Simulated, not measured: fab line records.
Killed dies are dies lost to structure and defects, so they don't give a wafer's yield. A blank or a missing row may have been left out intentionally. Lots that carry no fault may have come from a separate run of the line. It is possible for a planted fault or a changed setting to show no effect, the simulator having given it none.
Which tool is to blame? | flow berkeley-cmos170 | Sampling: 7 lots, 21 wafers, 2 of 331 route steps

== WHAT THE GAUGES SHOWED, per wafer ==
UCB170_NLDD_CD_MEAS_06: the cd target is 1200 nm.
lot  | measured     | on        | cd-nm (nm)
L522 | day 7 05:41  | cd-sem-01 | 1200.5 1201.2 1200.7
L523 | day 7 14:58  | cd-sem-01 | 1200.1 1198.8 1198.2
L526 | day 8 11:59  | cd-sem-02 | 1199.0 1198.8 1199.4
L530 | day 8 21:55  | cd-sem-02 | 1201.8 1199.5 1201.4
L531 | day 9 22:34  | cd-sem-02 | 1131.4 1131.5 1133.8
L541 | day 11 13:50 | cd-sem-01 | 1201.5 1200.2 1200.6
L538 | day 11 14:36 | cd-sem-01 | 1204.0 1202.8 1202.2

== WHICH TOOL RAN EACH LOT (tool, then ch and the chambers of the sampled wafers, then the start) ==
lot  | UCB170_NLDD_PEB_04
L522 | litho-track-04 ch 0, day 7 05:25
L523 | litho-track-04 ch 0, day 7 14:41
L526 | litho-track-03 ch 0, day 8 11:43
L530 | litho-track-03 ch 0, day 8 21:38
L531 | litho-track-03 ch 0, day 9 22:17
L541 | litho-track-04 ch 0, day 11 13:34
L538 | litho-track-01 ch 0, day 11 14:20
- UCB170_NLDD_PEB_04

== THE ANSWER, worked out from the rows above alone ==
Rule: the lots themselves supply what counts as usual. Put in order of their means at a reading, lots are off if they are a third of the lots or fewer, leave a main group of 4 or more, and stand apart from it by a gap of 3 or more times the standard deviation of the main group's means; of several such gaps the widest counts. A main group whose means are all the same, to the digits that the tables above print for the reading, isn't used. A lot without any number at a reading at which 4 lots or more have one is off too. Any other lot the step has rows for is counted as sound.
Off at UCB170_NLDD_CD_MEAS_06 (cd-nm): L531. The main group has a mean of 1200.6 nm with a standard deviation of 1.3.
If a tool, at a process step before that reading, ran all the lots that are off and no sound lot after the first of them, it fits. Gauges at UCB170_NLDD_CD_MEAS_06: tried the same way as those tools. This does not decide it: 2 tools fit, namely litho-track-03 at UCB170_NLDD_PEB_04 and cd-sem-02 at UCB170_NLDD_CD_MEAS_06.

== WHAT THE SIMULATOR HAD PUT IN ==
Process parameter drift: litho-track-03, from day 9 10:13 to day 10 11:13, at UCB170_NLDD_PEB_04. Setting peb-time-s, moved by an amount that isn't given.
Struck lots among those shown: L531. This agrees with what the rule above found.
